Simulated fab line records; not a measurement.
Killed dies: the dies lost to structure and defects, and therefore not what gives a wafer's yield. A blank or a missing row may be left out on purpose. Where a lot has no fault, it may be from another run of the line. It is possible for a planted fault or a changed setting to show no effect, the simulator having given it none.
2 desks looking at one fault + flow rit cmos + each desk holds nothing but its own numbers, with what lay behind them at the end

AT THE METROLOGY DESK
What the gauges read, lot by lot, whatever tool the lot ran on: means of the sampled wafers that have a number. Marked OUT: a lot whose mean sits more than 4 standard deviations from the usual mean, which makes it out of limits; the brackets give that distance.
Columns: A = GATE_POLY_THK at RIT_GATE_THK_MEAS_09, usual 250.1 nm
| lot  | first seen here | A                |
|------|-----------------|------------------|
| L407 | day 2 14:50     | 252.4            |
| L409 | day 3 04:30     | 250.7            |
| L410 | day 3 07:55     | 255.0            |
| L411 | day 3 16:11     | 250.3            |
| L413 | day 3 22:57     | 248.8            |
| L414 | day 4 04:00     | 252.1            |
| L415 | day 4 08:42     | 249.6            |
| L416 | day 4 12:38     | 250.7            |
| L417 | day 4 15:59     | 249.8            |
| L418 | day 4 22:32     | 246.3            |
| L419 | day 5 00:33     | 251.0            |
| L422 | day 5 17:07     | 250.8            |
| L427 | day 6 18:59     | 260.2 (+4.4) OUT |
This desk's finding: out of limits on L427; first on L427, day 6 18:59 (GATE_POLY_THK at RIT_GATE_THK_MEAS_09). L407, L409, L410, L411, L413, L414, L415, L416, L417, L418, L419, L422: within limits.

TOOL OWNER'S DESK, lpcvd-02
The tool's own readings at RIT_GATE_CVD_08 (deposits poly-Si from SiH4, target thk 250 nm, time 2220 s): means of the sampled wafers that have a number, for each lot that ran on this tool. Marked OUT: a lot whose mean sits more than 4 standard deviations from the usual mean, which makes it out of limits; the brackets give that distance.
Columns: A = spike tc centre C at RIT_GATE_CVD_08, usual 612.6 C; B = zone power source pct at RIT_GATE_CVD_08, usual 12.7 %
| lot  | first seen here | A     | B    |
|------|-----------------|-------|------|
| L413 | day 3 21:20     | 613.0 | 12.3 |
| L415 | day 4 06:17     | 612.3 | 12.3 |
| L417 | day 4 14:22     | 613.4 | 12.6 |
| L418 | day 4 20:55     | 612.5 | 12.2 |
| L419 | day 4 22:56     | 613.9 | 12.7 |
| L422 | day 5 15:29     | 612.4 | 12.3 |
| L427 | day 6 17:22     | 612.5 | 12.5 |
This desk found nothing out of limits on any of the 7 lots.

ALL TOGETHER
L427 would have let the metrology desk raise an alarm at day 6 18:59.
The tool owner's desk saw nothing out of limits.
The tool owner's desk has L427 on record, within its limits.
Every lot named ran RIT_GATE_CVD_08 on lpcvd-02.

WHAT WAS PUT IN BY THE SIMULATOR
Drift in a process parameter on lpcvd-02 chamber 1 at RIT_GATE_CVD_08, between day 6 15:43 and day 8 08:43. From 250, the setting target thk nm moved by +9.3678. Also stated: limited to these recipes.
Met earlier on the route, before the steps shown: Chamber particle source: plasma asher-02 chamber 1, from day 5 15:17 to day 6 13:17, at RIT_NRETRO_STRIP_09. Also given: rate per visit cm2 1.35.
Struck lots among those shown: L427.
Delay in hours, fault start to first out-of-limits reading, per desk: metrology desk 3.
